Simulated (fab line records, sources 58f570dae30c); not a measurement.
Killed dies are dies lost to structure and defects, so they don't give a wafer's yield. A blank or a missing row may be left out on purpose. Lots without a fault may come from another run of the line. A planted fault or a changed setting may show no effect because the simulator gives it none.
fab line records | flow berkeley_cmos170 | part 1 of 2: steps 1 to 31 of 43
record lots=5 wafers=15 last_day=12
route steps=331 shown PSD@177 NSD@187 BACKSIDE@199 SDANNEAL@204 PLDD@208 NLDD@209 SILICIDE@210 CONTACT@216
lots that met no fault: from a run of the same line without faults
start_h: hours from the record's first day to the start of the lot's first wafer shown | wait_h: hours since the lot's step before | " the same as in the row above | L1.1+2: a row that stands for several wafers | - no value, or no start given | * or withheld: withheld | < > ~ a bound
route shown NAME@n: a module of which the file shows steps, and the number in the route of the first | usual: mean/standard deviation of fault-free wafers | same: alike in all rows | chamber/n: place in a boat | sites: the reading at each site | _std_site: their standard deviation | _edge_site: outer sites' mean less inner sites' | radius_mm: how far each site lies from the wafer's centre | mask NAME#n: copy n | behind: the tool/chamber that last shaped the wafer | hold: why the lot was held/for how many hours/how that ended | device: the transistor (n, p or np) that didn't switch | end of line: the same wafers' tests at the end of the route | a step without rows: its recipe alone | killed: dies lost to structure and defects at the first sort, not the wafer's yield | map: a wafer's dies, x killed, . not, _ none there
set.NAME: the setting as run; set.NAME@STEP: as run at that earlier step | model.NAME: the simulator's own value behind a step, which no gauge read
lots at some steps of the route; a table a step, a row a wafer
services: from which hour (start_h, from the record's first day; less than 0 if before it) a tool's chamber was out of use, for how many hours, and why
## steps
# step UCB170_PSD_SOFTBAKE_02
# recipe resist=KrF temp_c=130 time_s=60
# columns lot.wafer tool chamber start_h wait_h
L076.2+3+6 litho_track-01 0 171.22 0.1
L088.2+3+6 litho_track-02 0 228.50 0.1
L086.3+5+6 litho_track-02 0 228.98 0.1
L090.1+2+5 litho_track-01 0 241.96 0.1
L096.3+5+6 litho_track-01 0 269.43 0.1
# step UCB170_PSD_EXPOSE_03
# recipe mask_id=PSELECT_MOD na=0.5 sigma_outer=0.6 source_shape=conventional target_cd_nm=1200 dose_mj=30
# columns lot.wafer tool chamber start_h wait_h mask
L076.2+3+6 krf_scanner-01 0 171.37 0.1 PSELECT_MOD#0
L088.2+3+6 krf_scanner-02 0 229.00 0.5 PSELECT_MOD#0
L086.3+5+6 krf_scanner-02 0 229.37 0.4 PSELECT_MOD#0
L090.1+2+5 krf_scanner-01 0 242.23 0.2 PSELECT_MOD#0
L096.3+5+6 krf_scanner-01 0 269.72 0.3 PSELECT_MOD#0
# step UCB170_PSD_PEB_04
# recipe peb_temp_c=130 peb_time_s=withheld resist=KrF
# columns lot.wafer tool chamber start_h wait_h
L076.2+3+6 litho_track-01 0 171.92 0.5
L088.2+3+6 litho_track-04 0 229.12 0.1
L086.3+5+6 litho_track-01 0 229.73 0.3
L090.1+2+5 litho_track-04 0 242.35 0.1
L096.3+5+6 litho_track-04 0 270.51 0.8
# step UCB170_PSD_DEVELOP_05
# recipe developer=TMAH develop_time_s=45 resist=KrF dev_temp_c=21
# columns lot.wafer tool chamber start_h wait_h
L076.2+3+6 litho_track-01 0 - -
L088.2+3+6 litho_track-04 0 - -
L086.3+5+6 litho_track-01 0 - -
L090.1+2+5 litho_track-04 0 - -
L096.3+5+6 litho_track-04 0 - -
# step UCB170_PSD_CD_MEAS_06
# recipe target_cd_nm=1200
# usual cd_nm=1200.3/1.4
# columns lot.wafer tool chamber start_h wait_h cd_nm
L076.2 cd_sem-02 - 172.19 - 1201.7
L076.3 " - " " 1201.3
L076.6 " - " " 1200.8
L088.2 cd_sem-01 - 229.39 - 1200.2
L088.3 " - " " 1199.0
L088.6 " - " " 1200.1
L086.3 cd_sem-01 - 230.00 - 1200.1
L086.5 " - " " 1199.9
L086.6 " - " " 1199.2
L090.1 cd_sem-02 - 242.62 - 1201.0
L090.2 " - " " 1201.2
L090.5 " - " " 1201.1
L096.3 cd_sem-01 - 270.78 - 1199.4
L096.5 " - " " 1198.5
L096.6 " - " " 1198.8
# step UCB170_PSD_OVL_MEAS_07
# usual PSD_OVL=1/6.4
# columns lot.wafer tool chamber start_h wait_h PSD_OVL[nm]
L076.2 overlay-01 - 172.30 0.1 0
L076.3 " - " " -4
L076.6 " - " " -2
L088.2 overlay-02 - 229.50 0.1 1
L088.3 " - " " 1
L088.6 " - " " 1
L086.3 overlay-01 - 230.09 0.1 -2
L086.5 " - " " -3
L086.6 " - " " -4
L090.1 overlay-02 - 242.74 0.1 -1
L090.2 " - " " 1
L090.5 " - " " -1
L096.3 overlay-01 - 270.87 0.1 2
L096.5 " - " " 2
L096.6 " - " " -6
# step UCB170_PSD_IMPLANT_08
# recipe species=B dose_cm2=3e+15 energy_kev=20 tilt_deg=7
# usual beam_on_s=10.01/0.19
# columns lot.wafer tool chamber start_h wait_h beam_on_s
L076.2 implanter-03 0 172.36 0.0 9.95
L076.3 " 0 " " 10.18
L076.6 " 0 " " 9.99
L088.2 implanter-02 0 229.55 0.0 10.15
L088.3 " 0 " " 10.21
L088.6 " 0 " " 9.77
L086.3 implanter-02 0 230.16 0.1 9.92
L086.5 " 0 " " 10.27
L086.6 " 0 " " 10.32
L090.1 implanter-02 0 242.78 0.0 10.08
L090.2 " 0 " " 10.08
L090.5 " 0 " " 10.21
L096.3 implanter-03 0 270.94 0.1 10.02
L096.5 " 0 " " 10.09
L096.6 " 0 " " 9.97
# step UCB170_PSD_STRIP_09
# recipe chemistry=O2 power_w=400 pressure_mtorr=3500 platen_temp_c=withheld o2_flow_sccm=400 overash_fraction=0.5
# usual drypump_motor_current_A=5.7/0.5 o2_flow_sccm=400.0/1.3 oes_product_au=0.600/0.0046 strip_time_to_endpoint_s=29.35/0.061
# columns lot.wafer tool chamber start_h wait_h drypump_motor_current_A o2_flow_sccm oes_product_au rf_hours_counter_h strip_time_to_endpoint_s
L076.2 plasma_asher-03 0 172.48 0.1 5.2 397.3 0.609 49 29.33
L076.3 " 1 " " 6.4 399.2 0.601 - 29.38
L076.6 " 1 " " 6.4 398.2 0.598 - 29.27
L088.2 plasma_asher-04 1 229.68 0.1 5.7 400.4 0.599 12 29.27
L088.3 " 0 " " 6.3 399.7 0.595 - 29.26
L088.6 " 1 " " 5.7 401.8 0.598 - 29.28
L086.3 plasma_asher-04 0 230.30 0.1 6.3 399.3 0.597 - 29.40
L086.5 " 0 " " 6.3 401.7 0.602 - 29.40
L086.6 " 1 " " 5.7 400.7 0.603 - 29.36
L090.1 plasma_asher-04 1 242.93 0.1 5.7 398.6 0.605 14 29.34
L090.2 " 0 " " 6.4 399.2 0.596 14 29.30
L090.5 " 0 " " 6.3 398.0 0.609 - 29.30
L096.3 plasma_asher-02 0 271.08 0.1 5.2 401.8 0.593 - 29.35
L096.5 " 1 " " 5.4 400.5 0.595 - 29.35
L096.6 " 0 " " 5.2 399.5 0.602 - 29.33
# step UCB170_PSD_TW_MEAS_10
# usual PSD_TW=2323/21
# columns lot.wafer tool chamber start_h wait_h PSD_TW
L076.2 film_metro-04 - 172.59 0.1 2350
L076.3 " - " " 2352
L076.6 " - " " 2350
L088.2 film_metro-04 - 229.79 0.1 2345
L088.3 " - " " 2340
L088.6 " - " " 2343
L086.3 film_metro-04 - 230.38 0.1 2330
L086.5 " - " " 2337
L086.6 " - " " 2342
L090.1 film_metro-04 - 243.03 0.1 2345
L090.2 " - " " 2335
L090.5 " - " " 2358
L096.3 film_metro-02 - 271.16 0.1 2298
L096.5 " - " " 2307
L096.6 " - " " 2308
# step UCB170_PSD_CLEAN_11
# recipe chemistry=SPM temp_c=120 time_s=600
# columns lot.wafer tool chamber start_h wait_h
L076.2+3+6 wet_bench-01 2 172.64 0.0
L088.2+3+6 wet_bench-04 1 229.84 0.0
L086.3+5+6 wet_bench-04 3 230.42 0.0
L090.1+2+5 wet_bench-04 0 243.09 0.1
L096.3+5+6 wet_bench-02 1 271.25 0.1
# step UCB170_NSD_HMDS_00
# recipe prime_time_s=60 prime_temp_c=100
# columns lot.wafer tool chamber start_h wait_h
L076.2+3+6 litho_track-04 0 172.84 0.0
L088.2+3+6 litho_track-01 0 230.43 0.4
L086.3+5+6 litho_track-03 0 230.97 0.4
L090.1+2+5 litho_track-01 0 243.26 0.0
L096.3+5+6 litho_track-04 0 271.48 0.1
# step UCB170_NSD_COAT_01
# recipe resist=KrF spin_rpm=1500 resist_thk_nm=900
# columns lot.wafer tool chamber start_h wait_h
L076.2+3+6 litho_track-04 0 172.99 0.1
L088.2+3+6 litho_track-01 0 230.58 0.1
L086.3+5+6 litho_track-03 0 231.12 0.1
L090.1+2+5 litho_track-01 0 243.41 0.1
L096.3+5+6 litho_track-04 0 271.63 0.1
# step UCB170_NSD_SOFTBAKE_02
# recipe resist=KrF temp_c=130 time_s=60
# columns lot.wafer tool chamber start_h wait_h
L076.2+3+6 litho_track-04 0 173.14 0.1
L088.2+3+6 litho_track-01 0 230.73 0.1
L086.3+5+6 litho_track-03 0 231.27 0.1
L090.1+2+5 litho_track-01 0 243.56 0.1
L096.3+5+6 litho_track-04 0 271.78 0.1
# step UCB170_NSD_EXPOSE_03
# recipe mask_id=NSELECT_MOD na=0.5 sigma_outer=0.6 source_shape=conventional target_cd_nm=1200 dose_mj=30
# columns lot.wafer tool chamber start_h wait_h mask
L076.2+3+6 krf_scanner-02 0 173.30 0.1 NSELECT_MOD#0
L088.2+3+6 krf_scanner-01 0 230.88 0.1 NSELECT_MOD#0
L086.3+5+6 krf_scanner-02 0 231.62 0.3 NSELECT_MOD#0
L090.1+2+5 krf_scanner-01 0 243.84 0.2 NSELECT_MOD#0
L096.3+5+6 krf_scanner-01 0 271.92 0.1 NSELECT_MOD#0
# step UCB170_NSD_PEB_04
# recipe peb_temp_c=130 peb_time_s=withheld resist=KrF
# columns lot.wafer tool chamber start_h wait_h
L076.2+3+6 litho_track-01 0 173.74 0.4
L088.2+3+6 litho_track-01 0 231.16 0.3
L086.3+5+6 litho_track-04 0 231.75 0.1
L090.1+2+5 litho_track-01 0 243.96 0.1
L096.3+5+6 litho_track-03 0 272.69 0.8
# step UCB170_NSD_DEVELOP_05
# recipe developer=TMAH develop_time_s=45 resist=KrF dev_temp_c=21
# columns lot.wafer tool chamber start_h wait_h
L076.2+3+6 litho_track-01 0 - -
L088.2+3+6 litho_track-01 0 - -
L086.3+5+6 litho_track-04 0 - -
L090.1+2+5 litho_track-01 0 - -
L096.3+5+6 litho_track-03 0 - -
# step UCB170_NSD_CD_MEAS_06
# recipe target_cd_nm=1200
# usual cd_nm=1199.8/1.4
# columns lot.wafer tool chamber start_h wait_h cd_nm
L076.2 cd_sem-02 - 174.01 - 1200.7
L076.3 " - " " 1199.9
L076.6 " - " " 1200.9
L088.2 cd_sem-02 - 231.48 - 1202.8
L088.3 " - " " 1202.5
L088.6 " - " " 1201.0
L086.3 cd_sem-02 - 232.01 - 1201.6
L086.5 " - " " 1199.8
L086.6 " - " " 1199.1
L090.1 cd_sem-02 - 244.23 - 1199.3
L090.2 " - " " 1200.0
L090.5 " - " " 1200.0
L096.3 cd_sem-02 - 272.95 - 1199.5
L096.5 " - " " 1200.2
L096.6 " - " " 1200.4
# step UCB170_NSD_OVL_MEAS_07
# usual NSD_OVL=2/7.4
# columns lot.wafer tool chamber start_h wait_h NSD_OVL[nm]
L076.2 overlay-01 - 174.12 0.1 2
L076.3 " - " " -7
L076.6 " - " " 2
L088.2 overlay-01 - 231.58 0.1 0
L088.3 " - " " 3
L088.6 " - " " -1
L086.3 overlay-02 - 232.10 0.1 -9
L086.5 " - " " -9
L086.6 " - " " -2
L090.1 overlay-02 - 244.35 0.1 -10
L090.2 " - " " -16
L090.5 " - " " -7
L096.3 overlay-01 - 273.05 0.1 -3
L096.5 " - " " -6
L096.6 " - " " 1
# step UCB170_NSD_IMPLANT_08
# recipe species=P dose_cm2=3e+15 energy_kev=40 tilt_deg=7
# usual beam_on_s=10.00/0.22
# columns lot.wafer tool chamber start_h wait_h beam_on_s
L076.2 implanter-03 0 174.17 0.0 10.29
L076.3 " 0 " " 9.99
L076.6 " 0 " " 9.67
L088.2 implanter-03 0 231.64 0.0 10.29
L088.3 " 0 " " 10.17
L088.6 " 0 " " 10.19
L086.3 implanter-04 0 232.18 0.1 10.22
L086.5 " 0 " " 10.15
L086.6 " 0 " " 9.92
L090.1 implanter-03 0 244.39 0.0 10.40
L090.2 " 0 " " 9.96
L090.5 " 0 " " 9.76
L096.3 implanter-01 0 273.12 0.1 9.63
L096.5 " 0 " " 9.96
L096.6 " 0 " " 9.79
# step UCB170_NSD_STRIP_09
# recipe chemistry=O2 power_w=400 pressure_mtorr=3500 platen_temp_c=withheld o2_flow_sccm=400 overash_fraction=0.5
# usual drypump_motor_current_A=5.9/0.5 o2_flow_sccm=399.9/1.3 oes_product_au=0.533/0.0046 strip_time_to_endpoint_s=35.80/0.082
# columns lot.wafer tool chamber start_h wait_h drypump_motor_current_A o2_flow_sccm oes_product_au rf_hours_counter_h strip_time_to_endpoint_s
L076.2 plasma_asher-04 0 174.30 0.1 6.4 397.4 0.527 7 35.86
L076.3 " 1 " " 5.7 400.0 0.535 - 35.79
L076.6 " 0 " " 6.3 395.9 0.535 - 35.84
L088.2 plasma_asher-02 0 231.76 0.1 5.2 402.5 0.537 46 35.74
L088.3 " 0 " " 5.2 399.9 0.527 - 35.67
L088.6 " 0 " " 5.2 400.1 0.532 - 35.75
L086.3 plasma_asher-01 0 232.31 0.1 6.3 399.8 0.540 - 35.77
L086.5 " 1 " " 6.5 397.9 0.529 - 35.72
L086.6 " 0 " " 6.3 401.1 0.529 - 35.73
L090.1 plasma_asher-01 0 244.54 0.1 6.3 400.9 0.530 47 35.77
L090.2 " 1 " " 6.5 401.5 0.515 47 35.83
L090.5 " 0 " " 6.3 398.5 0.527 - 35.75
L096.3 plasma_asher-02 1 273.25 0.1 5.4 397.9 0.531 - 35.64
L096.5 " 1 " " 5.4 402.9 0.537 - 35.65
L096.6 " 0 " " 5.2 399.1 0.532 - 35.69
# step UCB170_NSD_TW_MEAS_10
# usual NSD_TW=4192/43
# columns lot.wafer tool chamber start_h wait_h NSD_TW
L076.2 film_metro-01 - 174.41 0.1 4165
L076.3 " - " " 4135
L076.6 " - " " 4143
L088.2 film_metro-01 - 231.87 0.1 4164
L088.3 " - " " 4167
L088.6 " - " " 4156
L086.3 film_metro-04 - 232.40 0.1 4222
L086.5 " - " " 4216
L086.6 " - " " 4220
L090.1 film_metro-04 - 244.64 0.1 4253
L090.2 " - " " 4222
L090.5 " - " " 4256
L096.3 film_metro-04 - 273.34 0.1 4219
L096.5 " - " " 4254
L096.6 " - " " 4246
# step UCB170_NSD_CLEAN_11
# recipe chemistry=SPM temp_c=120 time_s=600
# columns lot.wafer tool chamber start_h wait_h
L076.2+3+6 wet_bench-03 0 174.46 0.0
L088.2+3+6 wet_bench-02 1 231.92 0.0
L086.3+5+6 wet_bench-03 3 232.44 0.0
L090.1+2+5 wet_bench-03 3 244.70 0.1
L096.3+5+6 wet_bench-02 0 273.38 0.0
# step UCB170_BACKSIDE_HMDS_00
# recipe prime_time_s=60 prime_temp_c=100
# columns lot.wafer tool chamber start_h wait_h
L076.2+3+6 litho_track-02 0 174.77 0.1
L088.2+3+6 litho_track-04 0 232.12 0.0
L086.3+5+6 litho_track-02 0 232.73 0.1
L090.1+2+5 litho_track-02 0 244.89 0.0
L096.3+5+6 litho_track-03 0 273.60 0.1
# step UCB170_BACKSIDE_COAT_01
# recipe resist=KrF spin_rpm=1500 resist_thk_nm=900
# columns lot.wafer tool chamber start_h wait_h
L076.2+3+6 litho_track-02 0 174.92 0.1
L088.2+3+6 litho_track-04 0 232.27 0.1
L086.3+5+6 litho_track-02 0 232.88 0.1
L090.1+2+5 litho_track-02 0 245.04 0.1
L096.3+5+6 litho_track-03 0 273.75 0.1
# step UCB170_BACKSIDE_SOFTBAKE_02
# recipe resist=KrF temp_c=130 time_s=60
# columns lot.wafer tool chamber start_h wait_h
L076.2+3+6 litho_track-02 0 175.07 0.1
L088.2+3+6 litho_track-04 0 232.42 0.1
L086.3+5+6 litho_track-02 0 233.03 0.1
L090.1+2+5 litho_track-02 0 245.19 0.1
L096.3+5+6 litho_track-03 0 273.90 0.1
# step UCB170_BACKSIDE_STRIP_03
# recipe chemistry=O2 power_w=407.7 pressure_mtorr=3500 platen_temp_c=withheld o2_flow_sccm=400 overash_fraction=0.5
# usual drypump_motor_current_A=6.0/0.5 o2_flow_sccm=399.7/1.2 oes_product_au=0.741/0.0043 strip_time_to_endpoint_s=21.61/0.068
# columns lot.wafer tool chamber start_h wait_h drypump_motor_current_A o2_flow_sccm oes_product_au rf_hours_counter_h strip_time_to_endpoint_s
L076.2 plasma_asher-04 1 175.20 0.1 5.7 398.6 0.737 7 21.45
L076.3 " 1 " " 5.6 399.6 0.744 - 21.57
L076.6 " 1 " " 5.7 401.1 0.742 - 21.50
L088.2 plasma_asher-03 0 232.55 0.1 5.2 399.1 0.734 54 21.63
L088.3 " 1 " " 6.4 399.3 0.748 - 21.60
L088.6 " 0 " " 5.1 398.7 0.732 - 21.63
L086.3 plasma_asher-04 1 233.16 0.1 5.7 399.0 0.745 - 21.67
L086.5 " 0 " " 6.4 402.5 0.739 - 21.70
L086.6 " 1 " " 5.7 398.3 0.736 - 21.67
L090.1 plasma_asher-03 0 245.34 0.1 5.2 398.5 0.738 55 21.53
L090.2 " 1 " " 6.4 399.5 0.742 55 21.48
L090.5 " 1 " " 6.4 397.3 0.734 - 21.54
L096.3 plasma_asher-04 1 274.04 0.1 5.7 398.8 0.739 - 21.71
L096.5 " 0 " " 6.3 400.5 0.740 - 21.78
L096.6 " 1 " " 5.7 399.8 0.744 - 21.68
# step UCB170_BACKSIDE_CLEAN_04
# recipe chemistry=SPM temp_c=120 time_s=600
# columns lot.wafer tool chamber start_h wait_h
L076.2+3+6 wet_bench-03 2 175.30 0.1
L088.2+3+6 wet_bench-04 2 232.65 0.1
L086.3+5+6 wet_bench-04 2 233.23 0.0
L090.1+2+5 wet_bench-03 3 245.61 0.2
L096.3+5+6 wet_bench-02 2 274.10 0.0
# step UCB170_SDANNEAL_RTA_00
# recipe temp_c=900 time_s=10 ambient=N2
# usual lamp_power_pct=22.8/1.3 wafer_temp_C_max=904.1/1.7
# columns lot.wafer tool chamber start_h wait_h lamp_power_pct wafer_temp_C_max
L076.2 rtp_anneal-02 0 175.48 0.0 21.6 903.1
L076.3 " 0 " " 21.6 903.1
L076.6 " 0 " " 21.6 903.7
L088.2 rtp_anneal-02 0 232.85 0.0 21.6 902.6
L088.3 " 0 " " 21.6 902.5
L088.6 " 0 " " 21.6 902.4
L086.3 rtp_anneal-01 0 233.44 0.0 24.3 905.9
L086.5 " 0 " " 24.4 905.6
L086.6 " 0 " " 24.3 906.8
L090.1 rtp_anneal-02 0 245.80 0.0 21.6 903.2
L090.2 " 0 " " 21.6 902.2
L090.5 " 0 " " 21.6 902.1
L096.3 rtp_anneal-01 0 274.30 0.0 24.3 909.1
L096.5 " 0 " " 24.3 905.8
L096.6 " 0 " " 24.4 905.8
# step UCB170_SDANNEAL_RTA_01
# recipe temp_c=1050 time_s=5 ambient=N2
# usual lamp_power_pct=35.1/2 wafer_temp_C_max=1054.8/2
# columns lot.wafer tool chamber start_h wait_h lamp_power_pct wafer_temp_C_max
L076.2 rtp_anneal-02 0 175.55 0.1 33.4 1054.2
L076.3 " 0 " " 33.4 1054.0
L076.6 " 0 " " 33.4 1053.9
L088.2 rtp_anneal-02 0 232.91 0.1 33.4 1053.1
L088.3 " 0 " " 33.4 1052.3
L088.6 " 0 " " 33.4 1054.0
L086.3 rtp_anneal-01 0 233.51 0.1 37.5 1055.0
L086.5 " 0 " " 37.6 1057.2
L086.6 " 0 " " 37.5 1055.9
L090.1 rtp_anneal-02 0 245.87 0.1 33.4 1052.6
L090.2 " 0 " " 33.5 1054.1
L090.5 " 0 " " 33.4 1052.7
L096.3 rtp_anneal-01 0 274.37 0.1 37.5 1057.3
L096.5 " 0 " " 37.6 1056.1
L096.6 " 0 " " 37.6 1054.7
# step UCB170_SDANNEAL_RS_MEAS_02
# recipe thk_meas_gauge=four-point-probe
# usual PSD_RS=75.6/0.31
# columns lot.wafer tool chamber start_h wait_h PSD_RS[ohm/sq]
L076.2 film_metro-02 - 175.62 0.1 75.8
L076.3 " - " " 76.0
L076.6 " - " " 75.9
L088.2 film_metro-04 - 232.98 0.1 76.0
L088.3 " - " " 75.7
L088.6 " - " " 75.9
L086.3 film_metro-02 - 233.66 0.1 75.5
L086.5 " - " " 75.4
L086.6 " - " " 75.7
L090.1 film_metro-01 - 245.93 0.0 75.0
L090.2 " - " " 75.2
L090.5 " - " " 75.2
L096.3 film_metro-02 - 274.44 0.1 75.4
L096.5 " - " " 75.3
L096.6 " - " " 75.6
# step UCB170_SDANNEAL_RS_MEAS_03
# recipe thk_meas_gauge=four-point-probe
# usual NSD_RS=37.26/0.098
# columns lot.wafer tool chamber start_h wait_h NSD_RS[ohm/sq]
L076.2 film_metro-02 - 175.74 0.1 37.18
L076.3 " - " " 37.24
L076.6 " - " " 37.26
L088.2 film_metro-04 - 233.10 0.1 37.28
L088.3 " - " " 37.41
L088.6 " - " " 37.30
L086.3 film_metro-02 - 233.78 0.1 37.40
L086.5 " - " " 37.37
L086.6 " - " " 37.32
L090.1 film_metro-01 - 246.05 0.1 37.24
L090.2 " - " " 37.22
L090.5 " - " " 37.18
L096.3 film_metro-02 - 274.56 0.1 37.15
L096.5 " - " " 37.27
L096.6 " - " " 37.29
